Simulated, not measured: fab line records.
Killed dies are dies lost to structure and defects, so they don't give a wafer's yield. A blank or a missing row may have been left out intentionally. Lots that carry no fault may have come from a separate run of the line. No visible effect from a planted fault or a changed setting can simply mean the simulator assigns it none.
Split-lot experiment + flow berkeley_cmos170 + 23 wafers read from 5 lots, route of 331 steps

## THE SPLIT
At UCB170_V1_EXPOSE_09 (exposes mask VIA1, target cd 700 nm), the setting dose_mj was moved away from the recipe's 37 on 4 of the 23 wafers read, by +2.5% to +7.0%. The other wafers ran this setting at the recipe's value.

## FROM THE SPLIT TO THE READING: what the file shows between them, 5 steps
- UCB170_V1_PEB_10
- UCB170_V1_DEVELOP_11: develop time 45 s
- UCB170_V1_CD_MEAS_12: target cd 700 nm
- UCB170_V1_ETCH_14: etches SiO2 in CHF3/CF4/Ar, stops on Al, target depth 1250 nm, time 291 s
- UCB170_V1_STRIP_15: strips in O2

## THE READING
cd_nm, in nm, at UCB170_V1_CD_MEAS_90 (target cd 700 nm). Typical for fault-free wafers on this fab line: 699.8 nm, with standard deviation 1.7 nm.

| wafer  | tool, chamber at the split | dose_mj as run | against the recipe | cd_nm, nm | against lot-mates on the recipe |
|--------|----------------------------|----------------|--------------------|-----------|---------------------------------|
| L074.1 | krf_scanner-02, 0          | 39.59          | +7.0%              | 713.4     | +12.5                           |
| L074.2 | krf_scanner-02, 0          | 37             | recipe             | 701.7     | -                               |
| L074.4 | krf_scanner-02, 0          | 37             | recipe             | 701.1     | -                               |
| L074.5 | krf_scanner-02, 0          | 39.59          | +7.0%              | 714.4     | +13.5                           |
| L074.6 | krf_scanner-02, 0          | 37             | recipe             | 700.0     | -                               |
| L075.1 | krf_scanner-02, 0          | 37             | recipe             | 699.3     | -                               |
| L075.2 | krf_scanner-02, 0          | 37             | recipe             | 698.1     | -                               |
| L075.4 | krf_scanner-02, 0          | 37             | recipe             | 699.7     | -                               |
| L075.5 | krf_scanner-02, 0          | 37             | recipe             | 699.4     | -                               |
| L075.6 | krf_scanner-02, 0          | 37             | recipe             | 699.8     | -                               |
| L079.2 | krf_scanner-01, 0          | 37             | recipe             | 698.1     | -                               |
| L079.4 | krf_scanner-01, 0          | 37             | recipe             | 696.2     | -                               |
| L079.5 | krf_scanner-01, 0          | 37             | recipe             | 697.3     | -                               |
| L078.1 | krf_scanner-02, 0          | 37             | recipe             | 700.2     | -                               |
| L078.3 | krf_scanner-02, 0          | 37             | recipe             | 699.1     | -                               |
| L078.4 | krf_scanner-02, 0          | 37.92          | +2.5%              | 705.3     | +5.8                            |
| L078.5 | krf_scanner-02, 0          | 37             | recipe             | 699.3     | -                               |
| L078.6 | krf_scanner-02, 0          | 37.92          | +2.5%              | 703.4     | +3.9                            |
| L083.2 | krf_scanner-01, 0          | 37             | recipe             | 698.7     | -                               |
| L083.3 | krf_scanner-01, 0          | 37             | recipe             | 700.1     | -                               |
| L083.4 | krf_scanner-01, 0          | 37             | recipe             | 701.2     | -                               |
| L083.5 | krf_scanner-01, 0          | 37             | recipe             | 699.2     | -                               |
| L083.6 | krf_scanner-01, 0          | 37             | recipe             | 699.7     | -                               |

FIT RESULTS
A straight line over all 23 wafers: cd_nm changes by +2.07 nm for each +1% of dose_mj; r = +0.96; the points scatter about the line by 1.3 nm.
The same after taking each lot's own level away (the mean of its wafers on the recipe; 23 wafers): +1.86 nm for each +1%; r = +0.98; scatter 0.75 nm.
Per that fit: largest dose_mj move, reading shift of 13 nm.
Measured against the standard deviation above, the lots' own levels, which go from 697.20 to 700.93 nm, span 2.2 times it.
Thus the slope moves with the lot-to-lot level: the two fits are different.
Check: +13.5 nm against its lot-mates is what the line predicts for one of the wafers moved furthest among these (+7.0%) when that wafer is left out of the fit. Against them it came out at +12.5 nm.

## THESE WAFERS: OTHER SPLITS
Other splits were also applied to these wafers ahead of the reading. Each is held against what the fit with the lots' levels taken away leaves over:
| other split on the same wafers       | wafers away from the commonest value | r with cd_nm (lot level and that fit taken away) |
|--------------------------------------|--------------------------------------|--------------------------------------------------|
| UCB170_NSD_IMPLANT_08 dose_cm2       | 6                                    | -0.18                                            |
| UCB170_BACKSIDE_HMDS_00 prime_time_s | 7                                    | +0.13                                            |
| UCB170_CONTACT_COAT_10 spin_rpm      | 7                                    | +0.08                                            |
| UCB170_CONTACT_EXPOSE_12 dose_mj     | 9                                    | -0.14                                            |

## THE WHOLE CHAIN: every reading that the file lists as answering this split, in the file's order
| step                 | what it does                                                              | reading                                                   | change (the file's fit)              | r (the file's) |
|----------------------|---------------------------------------------------------------------------|-----------------------------------------------------------|--------------------------------------|----------------|
| UCB170_V1_CD_MEAS_12 | target cd 700 nm                                                          | cd_nm                                                     | +1.83 nm for each +1% of the setting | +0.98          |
| UCB170_V1_ETCH_14    | etches SiO2 in CHF3/CF4/Ar, stops on Al, target depth 1250 nm, time 291 s | V1.cd_nm (the simulator's own value, which no gauge read) | +1.87 nm for each +1% of the setting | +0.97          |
| UCB170_V1_CD_MEAS_90 | target cd 700 nm                                                          | cd_nm                                                     | +1.86 nm for each +1% of the setting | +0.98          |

## THE FILE'S OWN FIT
cd_nm changes by +1.86 nm for each +1% of dose_mj, r = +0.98.
